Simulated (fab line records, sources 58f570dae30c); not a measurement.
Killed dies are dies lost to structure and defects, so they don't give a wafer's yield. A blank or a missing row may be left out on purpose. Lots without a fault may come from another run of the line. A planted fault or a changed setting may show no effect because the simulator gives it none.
Which tool did it? | flow berkeley_cmos170 | 14 lots, 42 wafers sampled, at 1 step of a route of 331

WHAT THE GAUGES READ, wafer by wafer
UCB170_PSD_TW_MEAS_10.
lot  | measured     | on            | PSD_TW
L582 | day 8 00:30  | film_metro-01 | 2305 2296 2305
L581 | day 8 09:06  | film_metro-02 | 2376 2371 2368
L585 | day 9 00:33  | film_metro-02 | 2364 2349 2360
L589 | day 9 23:05  | film_metro-02 | 2360 2359 2339
L588 | day 9 23:13  | film_metro-01 | 2298 2312 2297
L586 | day 9 23:21  | film_metro-02 | 2350 2345 2341
L587 | day 9 23:28  | film_metro-01 | 2315 2311 2308
L590 | day 10 15:35 | film_metro-01 | 2302 2291 2301
L592 | day 10 15:45 | film_metro-02 | 2357 2348 2355
L591 | day 10 15:49 | film_metro-03 | 2350 2330 2337
L601 | day 11 05:58 | film_metro-03 | 2330 2350 2345
L604 | day 12 09:22 | film_metro-03 | 2334 2344 2332
L603 | day 12 09:38 | film_metro-02 | 2363 2358 2359
L602 | day 12 09:41 | film_metro-01 | 2309 2293 2294

WHICH TOOL RAN EACH LOT (tool, then ch and the chambers of the sampled wafers, then the start)
The record holds no process step before these readings.

WHAT THE TOOLS THEMSELVES READ (means of the sampled wafers that have a number; where no wafer has one, the mark that the record gives instead)
The record holds no such reading with a usual standard deviation.

THE ANSWER, worked out from the rows above alone
Rule: what is usual is taken from the lots themselves. Put in order of their means at a reading, lots are off if they are a third of the lots or fewer, leave a main group of 4 or more, and stand apart from it by a gap of 3 or more times the standard deviation of the main group's means; of several such gaps the widest counts. A main group whose means are all the same, to the digits that the tables above print for the reading, isn't used. A lot without any number at a reading at which 4 lots or more have one is off too. The other lots that the step has rows for count as sound. The gauges are gone through in route order, then the tools' own readings, and for those a lot's mean is taken as printed above. The first step at which some lot is off is used, and at that step the reading that is off furthest; a lot without a number counts as furthest.
No lot is off at any reading shown: from this, nothing can be told.

WHAT THE SIMULATOR HAD PUT IN
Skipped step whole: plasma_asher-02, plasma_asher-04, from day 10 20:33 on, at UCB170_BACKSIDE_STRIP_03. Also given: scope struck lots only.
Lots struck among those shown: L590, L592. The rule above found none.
